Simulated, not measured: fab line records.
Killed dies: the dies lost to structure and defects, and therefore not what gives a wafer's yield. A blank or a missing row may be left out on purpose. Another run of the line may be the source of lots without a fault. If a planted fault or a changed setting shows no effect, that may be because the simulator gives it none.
fab line records | flow berkeley_cmos170
record: lots: 5 wafers: 23
route steps=331 shown M2@289 V2@294 M3@314
start_h: the number of hours between the record's first day and the start of the first shown wafer of the lot | wait_h: how many hours have passed since the lot's step before this one | " identical to the entry in the row above | L1.1+2: several wafers, shown together as one row | - value missing, or start not given | * or withheld: withheld | < > ~ a bound
route shown NAME@n: NAME is a module with steps in the file, n the number in the route of the first one | usual: average and standard deviation across the fault-free wafers | same: alike in all rows | chamber/n: place in a boat | sites: the reading at each site | _std_site: the values' standard deviation | _edge_site: mean of outer sites minus mean of inner sites | radius_mm: how far each site lies from the wafer's centre | mask NAME#n: copy n | behind: the tool/chamber that last shaped the wafer | hold: why the lot went on hold/how many hours it stayed there/how the hold came to an end | device: the transistor (n, p or np) that didn't switch | end of line: the tests these same wafers got at the end of their route | a step given without rows: its recipe and nothing more | killed: dies that structure and defects cost at the first sort, which is not the same as the wafer's yield | map: per-die view of a wafer (x killed, . not killed, _ where there is no die)
set.NAME: setting as actually run; set.NAME@STEP: the setting as run at that earlier step | model.NAME: the simulator's own value behind a step, which no gauge read
lots run with intentionally changed settings; tables by step, rows by wafer
== steps ==
step: UCB170_M2_METAL_ETCH_18
recipe: chemistry: Cl2/BCl3 target: Al stop_on: SiO2 pressure_mtorr: 12 target_depth_a: 11700 over_etch_frac: 0.3 time_s: 195 icp_w: 600 bias_w: 120 Cl2_flow_sccm: 90 bcl3_flow_sccm: 45
columns lot.wafer tool chamber start_h wait_h set.time_s model.KrF_of_M2_COAT_10.thk_nm model.SiO2_of_V1_CVD_00.thk_nm
L076.1 rie_metal-01 1 190.48 - 177.6 273.8 943.6
L076.2 " 0 " " 195 206.7 936.4
L076.3 " 0 " " 195 202.7 939.4
L076.4 " 1 " " 195 213.6 937.2
L076.6 " 0 " " 177.6 264.6 941.9
L079.2+3 rie_metal-02 1 205.09 - 195 - -
L079.4 " 0 " " 195 211.3 938.2
L079.5 " 0 " " 195 220.5 939.1
L079.6 " 1 " " 195 200.1 937
L081.1 rie_metal-02 0 220.69 - 195 215.7 938.2
L081.2+5 " 1 " " 213.2 - -
L081.4 " 1 " " 213.2 139 933.2
L081.6 " 0 " " 195 - -
L083.2+3+4 rie_metal-01 0,0,1 234.10 - 195 - -
L083.5 " 1 " " 195 214.5 937.5
L083.6 " 0 " " 195 203.1 938.7
L085.1 rie_metal-03 1 255.31 - 195 228.3 940
L085.3 " 1 " " 195 233.1 940.6
L085.6 " 1 " " 195 225.8 940
step: UCB170_M2_STRIP_19
recipe: chemistry: O2 power_w: 400 pressure_mtorr: 3500 platen_temp_c: withheld o2_flow_sccm: 400 overash_fraction: 0.5
usual: oes_product_au: 0.550/0.015
columns lot.wafer tool chamber start_h wait_h set.time_s@M2_METAL_ETCH_18 oes_product_au
L076.1 plasma_asher-02 1 190.67 0.1 177.6 0.610
L076.2 " 0 " " 195 0.534
L076.3 " 1 " " 195 0.534
L076.4 " 0 " " 195 0.549
L076.6 " 1 " " 177.6 0.597
L079.2 plasma_asher-03 0 205.28 0.1 195 0.536
L079.3 " 1 " " 195 0.544
L079.4 " 0 " " 195 0.534
L079.5 " 1 " " 195 0.557
L079.6 " 0 " " 195 0.538
L081.1 plasma_asher-03 0 220.88 0.1 195 0.553
L081.2 " 1 " " 213.2 0.470
L081.4 " 0 " " 213.2 0.473
L081.5 " 0 " " 213.2 0.471
L081.6 " 1 " " 195 0.533
L083.2 plasma_asher-01 1 234.29 0.1 195 0.536
L083.3 " 1 " " 195 0.531
L083.4 " 0 " " 195 0.541
L083.5 " 0 " " 195 0.550
L083.6 " 1 " " 195 0.533
L085.1 plasma_asher-02 0 255.50 0.1 195 0.560
L085.3 " 0 " " 195 0.559
L085.6 " 1 " " 195 0.554
step: UCB170_V2_CMP_02
recipe: material: SiO2 down_force_psi: 6 platen_rpm: 60 pad_velocity_m_s: 0.75398
columns lot.wafer tool chamber start_h wait_h set.leave_above_ref_nm model.SiO2_of_V2_CVD_00.thk_nm
L076.2+6 cmp-01 0,1 191.11 0.0 1066 1066
L076.4 " 1 " " 1066 1067
L076.3 " 2 " " 1000 1000
L076.1 " 3 " " 1000 1001
L079.4+5 cmp-02 0,1 205.71 0.0 1000 1001
L079.2 " 2 " " 1000 1000
L079.3 " 3 " " 1000 999.2
L079.6 " 0 " " 1000 1002
L081.2 cmp-02 1 221.31 0.0 954.9 955.2
L081.1 " 2 " " 954.9 954.3
L081.4 " 3 " " 1000 997.1
L081.6 " 1 " " 1000 1000
L081.5 " 2 " " 954.9 955.3
L083.2 cmp-01 2 234.74 0.0 1000 999.5
L083.3 " 3 " " 956.8 957.2
L083.4 " 1 " " 956.8 957.5
L083.5 " 2 " " 1000 1001
L083.6 " 3 " " 956.8 957.1
L085.1+3+6 cmp-01 1,3,2 255.93 0.1 1000 1001
step: UCB170_V2_THK_MEAS_04
recipe: reads: SiO2_of_V2_CVD_00
usual: V2_POLISHED_THK: 999.9/1.2
columns lot.wafer tool chamber start_h wait_h set.leave_above_ref_nm@V2_CMP_02 V2_POLISHED_THK[nm]
L076.1 film_metro-03 - 191.53 0.1 1000 1001.4
L076.2 " - " " 1066 1065.9
L076.3 " - " " 1000 1000.0
L076.4 " - " " 1066 1067.7
L076.6 " - " " 1066 1066.5
L079.2 film_metro-03 - 206.14 0.1 1000 1000.0
L079.3 " - " " 1000 999.2
L079.4 " - " " 1000 1001.0
L079.5 " - " " 1000 1002.0
L079.6 " - " " 1000 1001.6
L081.1 film_metro-01 - 221.73 0.1 954.9 954.6
L081.2 " - " " 954.9 954.5
L081.4 " - " " 1000 997.0
L081.5 " - " " 954.9 954.5
L081.6 " - " " 1000 999.8
L083.2 film_metro-02 - 235.17 0.1 1000 999.2
L083.3 " - " " 956.8 957.6
L083.4 " - " " 956.8 957.3
L083.5 " - " " 1000 1001.8
L083.6 " - " " 956.8 956.0
L085.1 film_metro-01 - 256.35 0.1 1000 1001.2
L085.3 " - " " 1000 1000.7
L085.6 " - " " 1000 1002.1
step: UCB170_V2_ETCH_14
recipe: chemistry: CHF3/CF4/Ar target: SiO2 stop_on: Al CHF3_flow_sccm: 45 cf4_flow_sccm: 15 Ar_flow_sccm: 150 pressure_mtorr: 200 rf_w: 700 target_depth_a: 12500 over_etch_frac: 0.25 time_s: 291
columns lot.wafer tool chamber start_h wait_h set.rf_w set.leave_above_ref_nm@V2_CMP_02 model.etch.depth_nm model.V2.feature_depth_nm
L076.1 rie_diel-03 1 193.03 0.0 700 1000 1001 1001
L076.2+6 " 2,3 " " 700 1066 1066 1066
L076.3 " 3 " " 700 1000 1000 1000
L076.4 " 0 " " 700 1066 1067 1067
L079.2 rie_diel-04 1 207.75 0.0 700 1000 - 1000
L079.3 " 3 " " 700 1000 - 999.2
L079.4 " 2 " " 735.5 1000 1001 1003
L079.5 " 2 " " 735.5 1000 1001 1002
L079.6 " 1 " " 700 1000 1002 1002
L081.1 rie_diel-03 2 222.97 0.0 700 954.9 954.3 954.3
L081.2 " 3 " " 700 954.9 - 955.2
L081.4 " 3 " " 700 1000 997.1 997.1
L081.5 " 2 " " 700 954.9 - 955.3
L081.6 " 0 " " 700 1000 - 1000
L083.2 rie_diel-01 1 236.39 0.0 760.4 1000 - 1001
L083.3 " 2 " " 700 956.8 - 957.4
L083.4 " 3 " " 700 956.8 - 957.5
L083.5 " 3 " " 760.4 1000 1001 1002
L083.6 " 0 " " 760.4 956.8 957.1 958.5
L085.1+6 rie_diel-04 2 260.40 0.0 700 1000 1001 1002
L085.3 " 1 " " 700 1000 1001 1001
step: UCB170_M3_COAT_05
recipe: resist: KrF spin_rpm: 1500 resist_thk_nm: 900
columns lot.wafer tool chamber start_h wait_h set.spin_rpm model.KrF_of_M3_COAT_05.thk_nm
L076.1 litho_track-02 0 193.94 0.1 1446 915.1
L076.2 " 0 " " 1500 899.4
L076.3 " 0 " " 1500 900.2
L076.4 " 0 " " 1446 915.5
L076.6 " 0 " " 1500 896.2
L079.2 litho_track-02 0 208.65 0.1 1406 930
L079.3 " 0 " " 1500 894.8
L079.4 " 0 " " 1500 900.3
L079.5 " 0 " " 1406 928.3
L079.6 " 0 " " 1406 928.9
L081.1 litho_track-02 0 223.84 0.1 1500 896.7
L081.2 " 0 " " 1604 870.7
L081.4 " 0 " " 1500 894.5
L081.5 " 0 " " 1604 868.2
L081.6 " 0 " " 1500 898.8
L083.2 litho_track-04 0 238.49 0.1 1500 898.5
L083.3 " 0 " " 1500 898
L083.4 " 0 " " 1431 921.8
L083.5 " 0 " " 1431 920.4
L083.6 " 0 " " 1431 919.1
L085.1 litho_track-02 0 261.78 0.1 1500 898.6
L085.3 " 0 " " 1500 899.7
L085.6 " 0 " " 1500 898.3
step: UCB170_M3_SOFTBAKE_06
recipe: resist: KrF temp_c: 130 time_s: 60
step: UCB170_M3_STRIP_07
recipe: chemistry: O2 power_w: 400 pressure_mtorr: 3500 platen_temp_c: withheld o2_flow_sccm: 400 overash_fraction: 0.5
usual: strip_time_to_endpoint_s: 21.96/0.064
columns lot.wafer tool chamber start_h wait_h set.spin_rpm@M3_COAT_05 strip_time_to_endpoint_s
L076.1 plasma_asher-04 1 194.24 0.1 1446 22.33
L076.2 " 0 " " 1500 21.94
L076.3 " 0 " " 1500 21.97
L076.4 " 1 " " 1446 22.34
L076.6 " 1 " " 1500 21.88
L079.2 plasma_asher-01 1 208.93 0.1 1406 22.70
L079.3 " 0 " " 1500 21.85
L079.4 " 1 " " 1500 21.97
L079.5 " 0 " " 1406 22.66
L079.6 " 1 " " 1406 22.68
L081.1 plasma_asher-01 0 224.14 0.1 1500 21.87
L081.2 " 1 " " 1604 21.25
L081.4 " 0 " " 1500 21.83
L081.5 " 1 " " 1604 21.21
L081.6 " 0 " " 1500 21.95
L083.2 plasma_asher-01 1 238.76 0.1 1500 21.93
L083.3 " 1 " " 1500 21.92
L083.4 " 0 " " 1431 22.50
L083.5 " 1 " " 1431 22.46
L083.6 " 0 " " 1431 22.41
L085.1 plasma_asher-01 0 262.08 0.1 1500 21.93
L085.3 " 0 " " 1500 21.96
L085.6 " 0 " " 1500 21.92
step: UCB170_M3_METAL_ETCH_18
recipe: chemistry: Cl2/BCl3 target: Al stop_on: SiO2 pressure_mtorr: 12 target_depth_a: 11700 over_etch_frac: 0.3 time_s: 195 icp_w: 600 bias_w: 120 Cl2_flow_sccm: 90 bcl3_flow_sccm: 45
columns lot.wafer tool chamber start_h wait_h set.icp_w set.leave_above_ref_nm@V2_CMP_02 model.SiO2_of_V2_CVD_00.thk_nm
L076.1 rie_metal-02 0 195.73 - 628.7 1000 935.9
L076.2 " 1 " " 628.7 1066 1001
L076.3 " 0 " " 628.7 1000 934.8
L076.4+6 " 1,0 " " 600 1066 1005
L079.2 rie_metal-04 1 210.37 - 600 1000 936.8
L079.3+6 " 0,1 " " 600 1000 938.2
L079.4 " 1 " " 600 1000 938
L079.5 " 0 " " 600 1000 940.8
L081.1 rie_metal-04 1 225.64 - 600 954.9 890.9
L081.2 " 0 " " 600 954.9 895.2
L081.4 " 0 " " 600 1000 936.5
L081.5 " 0 " " 600 954.9 894.8
L081.6 " 1 " " 600 1000 936.8
L083.2 rie_metal-02 1 240.67 - 621.8 1000 935.9
L083.3 " 1 " " 600 956.8 896.2
L083.4 " 0 " " 600 956.8 896.1
L083.5 " 1 " " 600 1000 939.6
L083.6 " 0 " " 621.8 956.8 892.6
L085.1 rie_metal-01 1 264.40 - 600 1000 940.2
L085.3 " 1 " " 600 1000 940.1
L085.6 " 0 " " 600 1000 939.6
== key ==
split: step: UCB170_M2_METAL_ETCH_18 setting: time_s stated: 195 by: wafer
response: step: UCB170_M2_METAL_ETCH_18 reading: model.KrF_of_M2_COAT_10.thk_nm change: -7.3 per: 1% r: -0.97
response: step: UCB170_M2_METAL_ETCH_18 reading: model.SiO2_of_V1_CVD_00.thk_nm change: -0.564 per: 1% r: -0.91
response: step: UCB170_M2_STRIP_19 reading: oes_product_au change: -0.00749 per: 1% r: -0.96
split: step: UCB170_V2_CMP_02 setting: leave_above_ref_nm stated: 1000 by: wafer
response: step: UCB170_V2_CMP_02 reading: model.SiO2_of_V2_CVD_00.thk_nm change: +9.9 per: 1% r: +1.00
response: step: UCB170_V2_THK_MEAS_04 reading: V2_POLISHED_THK change: +9.95 per: 1% r: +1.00
response: step: UCB170_V2_ETCH_14 reading: model.etch.depth_nm change: +9.93 per: 1% r: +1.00
response: step: UCB170_V2_ETCH_14 reading: model.V2.feature_depth_nm change: +9.93 per: 1% r: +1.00
response: step: UCB170_M3_METAL_ETCH_18 reading: model.SiO2_of_V2_CVD_00.thk_nm change: +10 per: 1% r: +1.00
split: step: UCB170_V2_ETCH_14 setting: rf_w stated: 700 by: wafer
response none clear
split: step: UCB170_M3_COAT_05 setting: spin_rpm stated: 1500 by: wafer
response: step: UCB170_M3_COAT_05 reading: model.KrF_of_M3_COAT_05.thk_nm change: -4.51 per: 1% r: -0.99
response: step: UCB170_M3_STRIP_07 reading: strip_time_to_endpoint_s change: * per: 1% r: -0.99
split: step: UCB170_M3_METAL_ETCH_18 setting: icp_w stated: 600 by: wafer
response none clear
